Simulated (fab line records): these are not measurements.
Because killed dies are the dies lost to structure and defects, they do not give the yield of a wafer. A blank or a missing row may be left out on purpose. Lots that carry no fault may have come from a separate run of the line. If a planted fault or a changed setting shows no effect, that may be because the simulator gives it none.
Which tool was responsible? || flow ritCmos || 42 wafers from 14 lots sampled at 8 of the route's 202 steps

== WHAT THE GAUGES READ, wafer by wafer ==
RIT_NLDD_OVL_MEAS_06. Usual: NLDD_OVL typically reads 1.5 nm, with standard deviation 1.5.
{"lot": "L238", "measured": "day 2 16:34", "on": "overlay-02", "NLDD_OVL (nm)": "4.0 3.5 2.5", "flag": ""}
{"lot": "L239", "measured": "day 2 21:43", "on": "overlay-01", "NLDD_OVL (nm)": "-0.9 0.4 -1.2", "flag": ""}
{"lot": "L241", "measured": "day 3 09:44", "on": "overlay-02", "NLDD_OVL (nm)": "1.8 3.9 1.9", "flag": ""}
{"lot": "L242", "measured": "day 3 16:52", "on": "overlay-02", "NLDD_OVL (nm)": "4.3 3.9 2.0", "flag": ""}
{"lot": "L243", "measured": "day 3 19:19", "on": "overlay-02", "NLDD_OVL (nm)": "2.7 2.6 2.2", "flag": ""}
{"lot": "L245", "measured": "day 4 05:19", "on": "overlay-01", "NLDD_OVL (nm)": "2.9 3.1 2.4", "flag": ""}
{"lot": "L246", "measured": "day 4 10:12", "on": "overlay-01", "NLDD_OVL (nm)": "2.9 3.2 2.4", "flag": ""}
{"lot": "L247", "measured": "day 4 15:26", "on": "overlay-02", "NLDD_OVL (nm)": "1.9 2.4 1.9", "flag": ""}
{"lot": "L248", "measured": "day 4 18:49", "on": "overlay-01", "NLDD_OVL (nm)": "1.9 1.5 2.1", "flag": ""}
{"lot": "L249", "measured": "day 5 00:59", "on": "overlay-01", "NLDD_OVL (nm)": "2.8 1.0 3.5", "flag": ""}
{"lot": "L251", "measured": "day 5 11:17", "on": "overlay-01", "NLDD_OVL (nm)": "-2.2 0.1 -0.2", "flag": ""}
{"lot": "L258", "measured": "day 7 00:36", "on": "overlay-01", "NLDD_OVL (nm)": "-0.5 -0.2 -0.8", "flag": ""}
{"lot": "L259", "measured": "day 7 05:56", "on": "overlay-02", "NLDD_OVL (nm)": "1.7 0.5 1.0", "flag": ""}
{"lot": "L261", "measured": "day 8 00:47", "on": "overlay-02", "NLDD_OVL (nm)": "0.8 -0.1 -0.5", "flag": ""}

RIT_PSD_TW_MEAS_10. Usual: PSD_TW typically reads 3415, with standard deviation 18.
{"lot": "L238", "measured": "day 3 00:11", "on": "filmMetro-03", "PSD_TW": "3377 3405 3400", "flag": ""}
{"lot": "L239", "measured": "day 3 05:39", "on": "filmMetro-01", "PSD_TW": "3378 3393 3415", "flag": ""}
{"lot": "L241", "measured": "day 3 17:37", "on": "filmMetro-03", "PSD_TW": "3402 3403 3388", "flag": ""}
{"lot": "L242", "measured": "day 4 00:30", "on": "filmMetro-01", "PSD_TW": "3425 3427 3418", "flag": ""}
{"lot": "L243", "measured": "day 4 02:52", "on": "filmMetro-01", "PSD_TW": "3425 3427 3407", "flag": ""}
{"lot": "L245", "measured": "day 4 13:04", "on": "filmMetro-02", "PSD_TW": "3401 3419 3413", "flag": ""}
{"lot": "L246", "measured": "day 4 17:43", "on": "filmMetro-03", "PSD_TW": "3414 3412 3408", "flag": ""}
{"lot": "L247", "measured": "day 4 23:49", "on": "filmMetro-02", "PSD_TW": "3418 3411 3418", "flag": ""}
{"lot": "L248", "measured": "day 5 03:14", "on": "filmMetro-02", "PSD_TW": "3438 3438 3431", "flag": ""}
{"lot": "L249", "measured": "day 5 09:46", "on": "filmMetro-02", "PSD_TW": "3431 3433 3422", "flag": ""}
{"lot": "L251", "measured": "day 5 20:41", "on": "filmMetro-02", "PSD_TW": "3443 3426 3436", "flag": ""}
{"lot": "L258", "measured": "day 7 09:49", "on": "filmMetro-03", "PSD_TW": "3424 3401 3419", "flag": ""}
{"lot": "L259", "measured": "day 7 18:58", "on": "filmMetro-02", "PSD_TW": "3451 3439 3423", "flag": ""}
{"lot": "L261", "measured": "day 8 08:20", "on": "filmMetro-03", "PSD_TW": "3404 3394 3397", "flag": ""}

RIT_SDANNEAL_RS_MEAS_04: a four-point-probe measurement. Usual: PSD_RS typically reads 115.92 ohm/sq, with standard deviation 0.26.
{"lot": "L238", "measured": "day 3 00:42", "on": "filmMetro-03", "PSD_RS (ohm/sq)": "116.55 116.03 116.08", "flag": ""}
{"lot": "L239", "measured": "day 3 06:10", "on": "filmMetro-02", "PSD_RS (ohm/sq)": "115.82 115.89 115.32", "flag": ""}
{"lot": "L241", "measured": "day 3 18:09", "on": "filmMetro-02", "PSD_RS (ohm/sq)": "116.46 115.82 115.81", "flag": ""}
{"lot": "L242", "measured": "day 4 01:11", "on": "filmMetro-02", "PSD_RS (ohm/sq)": "115.88 116.12 115.98", "flag": ""}
{"lot": "L243", "measured": "day 4 03:33", "on": "filmMetro-02", "PSD_RS (ohm/sq)": "115.70 115.69 115.84", "flag": ""}
{"lot": "L245", "measured": "day 4 13:32", "on": "filmMetro-02", "PSD_RS (ohm/sq)": "115.95 115.81 115.96", "flag": ""}
{"lot": "L246", "measured": "day 4 18:12", "on": "filmMetro-03", "PSD_RS (ohm/sq)": "116.35 116.00 116.08", "flag": ""}
{"lot": "L247", "measured": "day 5 00:18", "on": "filmMetro-02", "PSD_RS (ohm/sq)": "116.08 116.12 115.94", "flag": ""}
{"lot": "L248", "measured": "day 5 03:44", "on": "filmMetro-02", "PSD_RS (ohm/sq)": "115.93 115.68 115.63", "flag": ""}
{"lot": "L249", "measured": "day 5 10:17", "on": "filmMetro-01", "PSD_RS (ohm/sq)": "116.38 116.24 116.16", "flag": ""}
{"lot": "L251", "measured": "day 5 21:13", "on": "filmMetro-02", "PSD_RS (ohm/sq)": "115.53 116.08 115.54", "flag": ""}
{"lot": "L258", "measured": "day 7 10:39", "on": "filmMetro-03", "PSD_RS (ohm/sq)": "115.84 115.78 116.04", "flag": ""}
{"lot": "L259", "measured": "day 7 19:38", "on": "filmMetro-03", "PSD_RS (ohm/sq)": "97.99 97.81 97.70", "flag": "OFF"}
{"lot": "L261", "measured": "day 8 08:52", "on": "filmMetro-02", "PSD_RS (ohm/sq)": "97.52 97.43 97.64", "flag": "OFF"}

RIT_SDANNEAL_RS_MEAS_05: a four-point-probe measurement. Usual: NSD_RS typically reads 84.47 ohm/sq, with standard deviation 0.26.
{"lot": "L238", "measured": "day 3 00:49", "on": "filmMetro-03", "NSD_RS (ohm/sq)": "84.67 84.59 84.88", "flag": ""}
{"lot": "L239", "measured": "day 3 06:17", "on": "filmMetro-02", "NSD_RS (ohm/sq)": "84.71 84.71 84.33", "flag": ""}
{"lot": "L241", "measured": "day 3 18:16", "on": "filmMetro-02", "NSD_RS (ohm/sq)": "84.73 84.54 84.81", "flag": ""}
{"lot": "L242", "measured": "day 4 01:18", "on": "filmMetro-02", "NSD_RS (ohm/sq)": "84.70 84.63 84.74", "flag": ""}
{"lot": "L243", "measured": "day 4 03:40", "on": "filmMetro-02", "NSD_RS (ohm/sq)": "84.55 84.60 84.51", "flag": ""}
{"lot": "L245", "measured": "day 4 13:40", "on": "filmMetro-02", "NSD_RS (ohm/sq)": "84.23 84.59 84.73", "flag": ""}
{"lot": "L246", "measured": "day 4 18:19", "on": "filmMetro-03", "NSD_RS (ohm/sq)": "84.40 84.56 84.44", "flag": ""}
{"lot": "L247", "measured": "day 5 00:25", "on": "filmMetro-02", "NSD_RS (ohm/sq)": "84.46 84.19 84.65", "flag": ""}
{"lot": "L248", "measured": "day 5 03:51", "on": "filmMetro-02", "NSD_RS (ohm/sq)": "84.48 84.04 83.95", "flag": ""}
{"lot": "L249", "measured": "day 5 10:25", "on": "filmMetro-01", "NSD_RS (ohm/sq)": "84.44 84.53 84.42", "flag": ""}
{"lot": "L251", "measured": "day 5 21:20", "on": "filmMetro-02", "NSD_RS (ohm/sq)": "84.49 84.42 84.37", "flag": ""}
{"lot": "L258", "measured": "day 7 10:46", "on": "filmMetro-03", "NSD_RS (ohm/sq)": "83.91 84.03 84.00", "flag": ""}
{"lot": "L259", "measured": "day 7 19:45", "on": "filmMetro-03", "NSD_RS (ohm/sq)": "81.41 81.32 81.35", "flag": "OFF"}
{"lot": "L261", "measured": "day 8 08:59", "on": "filmMetro-02", "NSD_RS (ohm/sq)": "81.04 81.29 80.92", "flag": "OFF"}

RIT_SDANNEAL_RS_MEAS_06: a four-point-probe measurement. Usual: PLDD_RS typically reads 176.9 ohm/sq, with standard deviation 0.5.
{"lot": "L238", "measured": "day 3 00:56", "on": "filmMetro-03", "PLDD_RS (ohm/sq)": "177.1 177.5 177.7", "flag": ""}
{"lot": "L239", "measured": "day 3 06:25", "on": "filmMetro-02", "PLDD_RS (ohm/sq)": "176.8 177.3 176.8", "flag": ""}
{"lot": "L241", "measured": "day 3 18:23", "on": "filmMetro-02", "PLDD_RS (ohm/sq)": "177.0 177.1 176.9", "flag": ""}
{"lot": "L242", "measured": "day 4 01:25", "on": "filmMetro-02", "PLDD_RS (ohm/sq)": "177.6 177.1 177.6", "flag": ""}
{"lot": "L243", "measured": "day 4 03:47", "on": "filmMetro-02", "PLDD_RS (ohm/sq)": "176.6 176.6 177.0", "flag": ""}
{"lot": "L245", "measured": "day 4 13:47", "on": "filmMetro-02", "PLDD_RS (ohm/sq)": "177.4 177.2 177.4", "flag": ""}
{"lot": "L246", "measured": "day 4 18:26", "on": "filmMetro-03", "PLDD_RS (ohm/sq)": "177.0 177.1 177.3", "flag": ""}
{"lot": "L247", "measured": "day 5 00:32", "on": "filmMetro-02", "PLDD_RS (ohm/sq)": "176.7 176.9 176.8", "flag": ""}
{"lot": "L248", "measured": "day 5 03:58", "on": "filmMetro-02", "PLDD_RS (ohm/sq)": "177.3 177.6 177.4", "flag": ""}
{"lot": "L249", "measured": "day 5 10:32", "on": "filmMetro-01", "PLDD_RS (ohm/sq)": "177.2 177.2 176.7", "flag": ""}
{"lot": "L251", "measured": "day 5 21:28", "on": "filmMetro-02", "PLDD_RS (ohm/sq)": "176.7 176.9 176.9", "flag": ""}
{"lot": "L258", "measured": "day 7 10:53", "on": "filmMetro-03", "PLDD_RS (ohm/sq)": "176.9 176.7 176.8", "flag": ""}
{"lot": "L259", "measured": "day 7 19:52", "on": "filmMetro-03", "PLDD_RS (ohm/sq)": "160.2 159.9 160.0", "flag": "OFF"}
{"lot": "L261", "measured": "day 8 09:06", "on": "filmMetro-02", "PLDD_RS (ohm/sq)": "160.3 160.4 160.8", "flag": "OFF"}

RIT_SDANNEAL_RS_MEAS_07: a four-point-probe measurement. Usual: NLDD_RS typically reads 151.5 ohm/sq, with standard deviation 0.5.
{"lot": "L238", "measured": "day 3 01:04", "on": "filmMetro-03", "NLDD_RS (ohm/sq)": "151.5 152.1 151.1", "flag": ""}
{"lot": "L239", "measured": "day 3 06:32", "on": "filmMetro-02", "NLDD_RS (ohm/sq)": "152.0 152.1 151.8", "flag": ""}
{"lot": "L241", "measured": "day 3 18:31", "on": "filmMetro-02", "NLDD_RS (ohm/sq)": "151.5 150.7 150.8", "flag": ""}
{"lot": "L242", "measured": "day 4 01:32", "on": "filmMetro-02", "NLDD_RS (ohm/sq)": "150.3 151.3 151.2", "flag": ""}
{"lot": "L243", "measured": "day 4 03:55", "on": "filmMetro-02", "NLDD_RS (ohm/sq)": "151.6 151.6 151.3", "flag": ""}
{"lot": "L245", "measured": "day 4 13:54", "on": "filmMetro-02", "NLDD_RS (ohm/sq)": "151.5 151.1 151.7", "flag": ""}
{"lot": "L246", "measured": "day 4 18:34", "on": "filmMetro-03", "NLDD_RS (ohm/sq)": "151.2 150.9 151.0", "flag": ""}
{"lot": "L247", "measured": "day 5 00:40", "on": "filmMetro-02", "NLDD_RS (ohm/sq)": "152.2 152.1 152.3", "flag": ""}
{"lot": "L248", "measured": "day 5 04:05", "on": "filmMetro-02", "NLDD_RS (ohm/sq)": "151.9 152.0 151.6", "flag": ""}
{"lot": "L249", "measured": "day 5 10:39", "on": "filmMetro-01", "NLDD_RS (ohm/sq)": "151.4 151.5 151.2", "flag": ""}
{"lot": "L251", "measured": "day 5 21:35", "on": "filmMetro-02", "NLDD_RS (ohm/sq)": "151.3 151.9 151.8", "flag": ""}
{"lot": "L258", "measured": "day 7 11:01", "on": "filmMetro-03", "NLDD_RS (ohm/sq)": "151.4 152.0 151.8", "flag": ""}
{"lot": "L259", "measured": "day 7 19:59", "on": "filmMetro-03", "NLDD_RS (ohm/sq)": "149.6 148.9 149.1", "flag": "OFF"}
{"lot": "L261", "measured": "day 8 09:13", "on": "filmMetro-02", "NLDD_RS (ohm/sq)": "148.1 148.4 148.2", "flag": "OFF"}

RIT_CONTACT_CD_MEAS_08 targets a cd of 1000 nm. Usual: cdNm at 999.2 nm, with a standard deviation of 1.9.
{"lot": "L238", "measured": "day 3 02:54", "on": "cdSem-02", "cdNm (nm)": "1000.2 1001.0 1001.7", "flag": ""}
{"lot": "L239", "measured": "day 3 08:15", "on": "cdSem-02", "cdNm (nm)": "999.4 999.5 999.8", "flag": ""}
{"lot": "L241", "measured": "day 3 20:21", "on": "cdSem-02", "cdNm (nm)": "998.5 1002.3 1001.3", "flag": ""}
{"lot": "L242", "measured": "day 4 03:15", "on": "cdSem-01", "cdNm (nm)": "995.6 995.6 995.6", "flag": ""}
{"lot": "L243", "measured": "day 4 05:43", "on": "cdSem-02", "cdNm (nm)": "995.5 997.0 995.7", "flag": ""}
{"lot": "L245", "measured": "day 4 16:05", "on": "cdSem-01", "cdNm (nm)": "997.8 999.8 999.6", "flag": ""}
{"lot": "L246", "measured": "day 4 20:18", "on": "cdSem-01", "cdNm (nm)": "998.6 999.1 995.7", "flag": ""}
{"lot": "L247", "measured": "day 5 02:31", "on": "cdSem-01", "cdNm (nm)": "999.2 1001.4 1002.7", "flag": ""}
{"lot": "L248", "measured": "day 5 06:02", "on": "cdSem-01", "cdNm (nm)": "998.6 998.9 998.1", "flag": ""}
{"lot": "L249", "measured": "day 5 12:22", "on": "cdSem-02", "cdNm (nm)": "996.5 999.0 997.8", "flag": ""}
{"lot": "L251", "measured": "day 5 23:25", "on": "cdSem-02", "cdNm (nm)": "1000.4 997.6 999.2", "flag": ""}
{"lot": "L258", "measured": "day 7 12:43", "on": "cdSem-01", "cdNm (nm)": "997.9 999.1 999.9", "flag": ""}
{"lot": "L259", "measured": "day 7 21:44", "on": "cdSem-01", "cdNm (nm)": "1000.1 1000.6 999.3", "flag": ""}
{"lot": "L261", "measured": "day 8 10:56", "on": "cdSem-01", "cdNm (nm)": "998.3 998.7 999.4", "flag": ""}

== EACH LOT AND THE TOOL THAT RAN IT (in order: tool; ch and the chambers of the sampled wafers; start) ==
{"lot": "L238", "RIT_SDANNEAL_RTA_03": "rtpAnneal-02 ch 0, day 3 00:37"}
{"lot": "L239", "RIT_SDANNEAL_RTA_03": "rtpAnneal-01 ch 0, day 3 06:07"}
{"lot": "L241", "RIT_SDANNEAL_RTA_03": "rtpAnneal-01 ch 0, day 3 18:05"}
{"lot": "L242", "RIT_SDANNEAL_RTA_03": "rtpAnneal-02 ch 0, day 4 01:07"}
{"lot": "L243", "RIT_SDANNEAL_RTA_03": "rtpAnneal-01 ch 0, day 4 03:28"}
{"lot": "L245", "RIT_SDANNEAL_RTA_03": "rtpAnneal-01 ch 0, day 4 13:29"}
{"lot": "L246", "RIT_SDANNEAL_RTA_03": "rtpAnneal-02 ch 0, day 4 18:09"}
{"lot": "L247", "RIT_SDANNEAL_RTA_03": "rtpAnneal-01 ch 0, day 5 00:14"}
{"lot": "L248", "RIT_SDANNEAL_RTA_03": "rtpAnneal-02 ch 0, day 5 03:39"}
{"lot": "L249", "RIT_SDANNEAL_RTA_03": "rtpAnneal-01 ch 0, day 5 10:12"}
{"lot": "L251", "RIT_SDANNEAL_RTA_03": "rtpAnneal-01 ch 0, day 5 21:09"}
{"lot": "L258", "RIT_SDANNEAL_RTA_03": "rtpAnneal-02 ch 0, day 7 10:35"}
{"lot": "L259", "RIT_SDANNEAL_RTA_03": "rtpAnneal-01 ch 0, day 7 19:34"}
{"lot": "L261", "RIT_SDANNEAL_RTA_03": "rtpAnneal-01 ch 0, day 8 08:47"}
- RIT_SDANNEAL_RTA_03: time 5 s.

== AS READ BY THE TOOLS THEMSELVES (means over the sampled wafers that have a number; for cases with no such wafer, the mark the record gives instead) ==
RIT_SDANNEAL_RTA_03. Usual: annealTempCMax 1053.7, standard deviation 0.94; rampDownCPerS 171.00, standard deviation 0.03; wafer_temp_C_max 1053.7, standard deviation 1.2.
{"lot": "L238", "tool": "rtpAnneal-02", "annealTempCMax": 1053.7, "rampDownCPerS": 171.01, "wafer_temp_C_max": 1053.4, "flag": ""}
{"lot": "L239", "tool": "rtpAnneal-01", "annealTempCMax": 1052.7, "rampDownCPerS": 171.00, "wafer_temp_C_max": 1053.6, "flag": ""}
{"lot": "L241", "tool": "rtpAnneal-01", "annealTempCMax": 1052.9, "rampDownCPerS": 171.01, "wafer_temp_C_max": 1054.9, "flag": ""}
{"lot": "L242", "tool": "rtpAnneal-02", "annealTempCMax": 1054.4, "rampDownCPerS": 171.00, "wafer_temp_C_max": 1052.8, "flag": ""}
{"lot": "L243", "tool": "rtpAnneal-01", "annealTempCMax": 1053.7, "rampDownCPerS": 170.97, "wafer_temp_C_max": 1054.9, "flag": ""}
{"lot": "L245", "tool": "rtpAnneal-01", "annealTempCMax": 1054.0, "rampDownCPerS": 170.99, "wafer_temp_C_max": 1055.2, "flag": ""}
{"lot": "L246", "tool": "rtpAnneal-02", "annealTempCMax": 1053.7, "rampDownCPerS": 170.97, "wafer_temp_C_max": 1054.2, "flag": ""}
{"lot": "L247", "tool": "rtpAnneal-01", "annealTempCMax": 1053.9, "rampDownCPerS": 171.01, "wafer_temp_C_max": 1053.8, "flag": ""}
{"lot": "L248", "tool": "rtpAnneal-02", "annealTempCMax": 1053.9, "rampDownCPerS": 170.96, "wafer_temp_C_max": 1054.2, "flag": ""}
{"lot": "L249", "tool": "rtpAnneal-01", "annealTempCMax": 1053.2, "rampDownCPerS": 171.00, "wafer_temp_C_max": 1052.8, "flag": ""}
{"lot": "L251", "tool": "rtpAnneal-01", "annealTempCMax": 1052.6, "rampDownCPerS": 171.01, "wafer_temp_C_max": 1053.9, "flag": ""}
{"lot": "L258", "tool": "rtpAnneal-02", "annealTempCMax": 1055.0, "rampDownCPerS": 171.01, "wafer_temp_C_max": 1053.9, "flag": ""}
{"lot": "L259", "tool": "rtpAnneal-01", "annealTempCMax": 1052.0, "rampDownCPerS": 170.99, "wafer_temp_C_max": 1052.8, "flag": ""}
{"lot": "L261", "tool": "rtpAnneal-01", "annealTempCMax": 1053.7, "rampDownCPerS": 170.99, "wafer_temp_C_max": 1053.4, "flag": ""}

== THE ANSWER, worked out from the rows above alone ==
Rule: take the mean of a lot's wafers that have a number; if it is more than 3 standard deviations from the usual mean, the lot is off. Also off: a lot with no number at a reading for which 4 or more lots have one. All remaining lots with rows at the step are treated as sound. First the gauges in route order, then the tools' own readings, where a lot's mean is used as printed above. At the first step where some lot is off, the reading lying furthest off is the one used; lots without a number count as furthest.
Off: L259, L261, at RIT_SDANNEAL_RS_MEAS_04 (PSD_RS).
A tool fits if, at a process step before that reading, it ran every lot that is off, and no sound lot after the first of them. Those tools and the gauges at RIT_SDANNEAL_RS_MEAS_04 are tried in the same way. One candidate fits, namely rtpAnneal-01 at RIT_SDANNEAL_RTA_03. A fault onset in the window from L251 (day 5 21:09, its last sound lot) to L259 (day 7 19:34, its first lot off) fits.

== WHAT THE SIMULATOR HAD PUT IN ==
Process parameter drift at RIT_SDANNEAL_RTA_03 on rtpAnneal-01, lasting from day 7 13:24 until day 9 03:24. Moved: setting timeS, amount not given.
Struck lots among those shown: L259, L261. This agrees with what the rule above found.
